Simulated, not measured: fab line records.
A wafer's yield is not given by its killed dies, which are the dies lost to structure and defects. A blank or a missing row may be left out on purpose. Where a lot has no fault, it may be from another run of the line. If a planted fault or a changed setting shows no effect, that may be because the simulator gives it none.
Lot-split experiment -- flow berkeley-cmos170 -- on a route of 331 steps: 5 lots, 23 wafers read

THE SPLIT ITSELF
At UCB170_CONTACT_CVD_01 (deposits PSG from SiH4/O2/PH3, target thk 700 nm, time 2820 s), the setting pressure-mtorr was moved away from the recipe's 300 mTorr on 15 of the 23 wafers read, by -14.2% to +4.7%. The other wafers ran this setting at the recipe's value.

Between the split and the reading, the file records no step.

THE READING
CONTACT_PSG_THK at UCB170_CONTACT_THK_MEAS_02, in nm. Typical for fault-free wafers on this fab line: 702 nm, with standard deviation 4.9 nm.

wafer,"tool, chamber at the split","pressure-mtorr as run, mTorr",against the recipe,"CONTACT_PSG_THK, nm",against lot-mates on the recipe
L074.1,"-, -",257.4,-14.2%,653,no lot-mate on the recipe
L074.2,"-, -",257.4,-14.2%,650,no lot-mate on the recipe
L074.4,"-, -",257.4,-14.2%,644,no lot-mate on the recipe
L074.5,"-, -",257.4,-14.2%,642,no lot-mate on the recipe
L074.6,"-, -",257.4,-14.2%,643,no lot-mate on the recipe
L084.1,"-, -",314,+4.7%,712,no lot-mate on the recipe
L084.2,"-, -",314,+4.7%,714,no lot-mate on the recipe
L084.3,"-, -",314,+4.7%,720,no lot-mate on the recipe
L084.4,"-, -",314,+4.7%,722,no lot-mate on the recipe
L084.5,"-, -",314,+4.7%,712,no lot-mate on the recipe
L082.2,"lpcvd-02, 0",300,recipe,700,-
L082.3,"lpcvd-02, 0",300,recipe,697,-
L082.4,"lpcvd-02, 0",300,recipe,701,-
L083.2,"-, -",300,recipe,700,-
L083.3,"-, -",300,recipe,694,-
L083.4,"-, -",300,recipe,699,-
L083.5,"-, -",300,recipe,700,-
L083.6,"-, -",300,recipe,699,-
L085.1,"-, -",270.2,-9.9%,665,no lot-mate on the recipe
L085.3,"-, -",270.2,-9.9%,671,no lot-mate on the recipe
L085.4,"-, -",270.2,-9.9%,670,no lot-mate on the recipe
L085.5,"-, -",270.2,-9.9%,664,no lot-mate on the recipe
L085.6,"-, -",270.2,-9.9%,676,no lot-mate on the recipe

THE FIT
A straight line over all 23 wafers: CONTACT_PSG_THK changes by +3.52 nm for each +1% of pressure-mtorr; r = +0.98; the points scatter about the line by 4.7 nm.
Too few moved wafers have a lot-mate on the recipe to fit a line with each lot's own level taken away.

THE WHOLE CHAIN: every reading that the file lists as answering this split, in the file's order
step,what it does,reading,change (the file's fit),r (the file's)
UCB170_CONTACT_CVD_01,"deposits PSG from SiH4/O2/PH3, target thk 700 nm, time 2820 s","PSG_of_CONTACT_CVD_01.thk-nm (the simulator's own value, which no gauge read)",+3.54 nm for each +1% of the setting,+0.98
UCB170_CONTACT_THK_MEAS_02,,CONTACT_PSG_THK,+3.53 for each +1% of the setting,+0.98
UCB170_CONTACT_ETCH_18,"etches PSG in CHF3/CF4/Ar, stops on TiSi2, target depth 840 nm, time 195 s","CONTACT.feature-depth-nm (the simulator's own value, which no gauge read)",+3.54 nm for each +1% of the setting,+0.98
UCB170_CONTACT_ETCH_18,"etches PSG in CHF3/CF4/Ar, stops on TiSi2, target depth 840 nm, time 195 s","etch.depth-nm (the simulator's own value, which no gauge read)",+3.54 nm for each +1% of the setting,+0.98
UCB170_M1_METAL_ETCH_12,"etches Al in Cl2/BCl3, stops on PSG, target depth 780 nm, time 130 s","PSG_of_CONTACT_CVD_01.thk-nm (the simulator's own value, which no gauge read)",+3.43 nm for each +1% of the setting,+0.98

FILE'S OWN FIT
CONTACT_PSG_THK changes by +3.53 nm for each +1% of pressure-mtorr, r = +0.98.
